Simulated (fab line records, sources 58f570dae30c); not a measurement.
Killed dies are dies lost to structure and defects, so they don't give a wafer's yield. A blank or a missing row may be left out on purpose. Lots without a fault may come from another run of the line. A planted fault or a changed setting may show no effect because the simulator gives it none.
Which tool did it? | flow berkeley_cmos170 | 15 lots, 45 wafers sampled, at 1 step of a route of 331

WHAT THE GAUGES READ, wafer by wafer
UCB170_PLDD_TW_MEAS_11. Usual: PLDD_TW 1006, standard deviation 5.2.
lot  | measured     | on            | PLDD_TW        | flag
L488 | day 6 10:14  | film_metro-02 | 1008 1013 1009 |
L489 | day 6 14:37  | film_metro-04 | 1010 1004 998  |
L490 | day 6 14:43  | film_metro-04 | 1014 1007 1011 |
L495 | day 7 14:11  | film_metro-03 | 1013 1014 1008 |
L497 | day 7 21:40  | film_metro-03 | 1014 1016 1014 |
L496 | day 7 21:45  | film_metro-02 | 998 1001 1003  |
L502 | day 8 18:33  | film_metro-03 | 1005 1006 1013 |
L500 | day 8 18:55  | film_metro-03 | 1004 1006 1009 |
L501 | day 8 19:03  | film_metro-02 | 999 994 998    |
L503 | day 9 03:14  | film_metro-04 | 1007 1003 1003 |
L504 | day 9 18:49  | film_metro-03 | 1011 1010 1010 |
L509 | day 10 04:25 | film_metro-04 | 1002 1009 1006 |
L508 | day 10 05:25 | film_metro-04 | 1005 998 999   |
L510 | day 10 05:29 | film_metro-03 | 1003 1004 1009 |
L511 | day 10 11:03 | film_metro-02 | 1007 1010 1015 |

WHICH TOOL RAN EACH LOT (tool, then ch and the chambers of the sampled wafers, then the start)
The record holds no process step before these readings.

WHAT THE TOOLS THEMSELVES READ (means of the sampled wafers that have a number; where no wafer has one, the mark that the record gives instead)
The record holds no such reading with a usual standard deviation.

THE ANSWER, worked out from the rows above alone
Rule: a lot is off if the mean of its wafers that have a number lies more than 3 standard deviations from the usual mean. A lot without any number at a reading at which 4 lots or more have one is off too. The other lots that the step has rows for count as sound. The gauges are gone through in route order, then the tools' own readings, and for those a lot's mean is taken as printed above. The first step at which some lot is off is used, and at that step the reading that is off furthest; a lot without a number counts as furthest.
No lot is off at any reading shown: from this, nothing can be told.

WHAT THE SIMULATOR HAD PUT IN
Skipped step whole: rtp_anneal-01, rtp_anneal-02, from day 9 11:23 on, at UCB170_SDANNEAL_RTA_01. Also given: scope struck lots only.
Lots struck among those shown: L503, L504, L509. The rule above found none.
